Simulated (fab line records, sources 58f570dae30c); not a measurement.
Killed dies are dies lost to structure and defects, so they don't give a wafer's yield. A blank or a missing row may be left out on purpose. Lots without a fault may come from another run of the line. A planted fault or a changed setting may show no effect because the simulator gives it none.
A struck lot beside a sound one | flow berkeley_cmos170 | 15 steps out of a route of 331
Sound: wafers L600.4, L600.5, L600.6. Struck: wafers L612.4, L612.5, L612.6. The cause comes at the end.
At each step with rows: each side's tool, then ch and its chambers, then its first start. Under that, the readings that differ: sound wafers | struck wafers | difference of the means | sigmas: that difference in standard deviations of wafers without a fault.
alike: readings whose means differ by less than 2 such deviations, and words and numbers that are the same on both sides. not compared: withheld readings, readings that some wafer has no value for, bounds like >300 that may hide the same value, and numbers for which the record gives no deviation and whose values overlap.
The two part at a step that has a row with sigmas, a row that says differs or no value, or rows on one side only. Numbers that don't overlap but have no deviation are shown without sigmas and don't part them. A reading that every wafer of one side lacks parts them only if that side has two wafers or more.

UCB170_NVT_OVL_MEAS_06:
  sound on overlay-01, day 9 14:53; struck on overlay-01, day 11 05:21
  alike: NVT_OVL
then, 1 step without rows for these wafers: UCB170_NVT_IMPLANT_07.
UCB170_NVT_STRIP_08: strips in O2.
  sound on plasma_asher-03 ch 0,1, day 9 15:06; struck on plasma_asher-01 ch 0,1, day 11 05:34
  alike: drypump_motor_current_A, oes_product_au, strip_time_to_endpoint_s
  not compared: rf_hours_counter_h
UCB170_NVT_TW_MEAS_09:
  sound on film_metro-02, day 9 15:11; struck on film_metro-04, day 11 05:40
  alike: NVT_TW
then, 7 steps without rows for these wafers: UCB170_NVT_CLEAN_10 (cleans in SPM, time 600 s); UCB170_PVT_HMDS_00 (prime time 60 s); UCB170_PVT_COAT_01 (resist thk 900 nm); UCB170_PVT_SOFTBAKE_02 (time 60 s); UCB170_PVT_EXPOSE_03 (exposes mask NWELL, target cd 3000 nm); UCB170_PVT_PEB_04; UCB170_PVT_DEVELOP_05 (develop time 45 s).
UCB170_PVT_OVL_MEAS_06:
  sound on overlay-01, day 9 16:47; struck on overlay-01, day 11 07:04
  alike: PVT_OVL
UCB170_PVT_IMPLANT_07:
  sound on implanter-01 ch 0, day 9 16:53; struck on implanter-01 ch 0, day 11 07:09
  reading                   | sound                | struck               | difference | sigmas
  beam_energy_keV           | 30.008 30.005 29.997 | 28.947 28.938 28.941 | -1.061     | -99 or more
  model.implant.drp_nm (nm) | 16.56 16.56 16.56    | 16.21 16.21 16.21    | -0.35      |
  alike: faraday_current_uA, tilt_deg
UCB170_PVT_STRIP_08: strips in O2.
  sound on plasma_asher-02 ch 0,1, day 9 17:00; struck on plasma_asher-01 ch 0,1, day 11 07:16
  alike: drypump_motor_current_A, oes_product_au, strip_time_to_endpoint_s
  not compared: rf_hours_counter_h
UCB170_M3_PROBE_99:
  the record has rows for the sound wafers here (prober-01, day 12 04:58) and none for the struck ones

WHERE THEY PART
First at UCB170_PVT_IMPLANT_07; last, within this record, at UCB170_M3_PROBE_99.

WHY: what the simulator had put in
Process parameter drift: implanter-01, from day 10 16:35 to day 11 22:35, at UCB170_PVT_IMPLANT_07. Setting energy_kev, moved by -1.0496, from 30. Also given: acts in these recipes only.
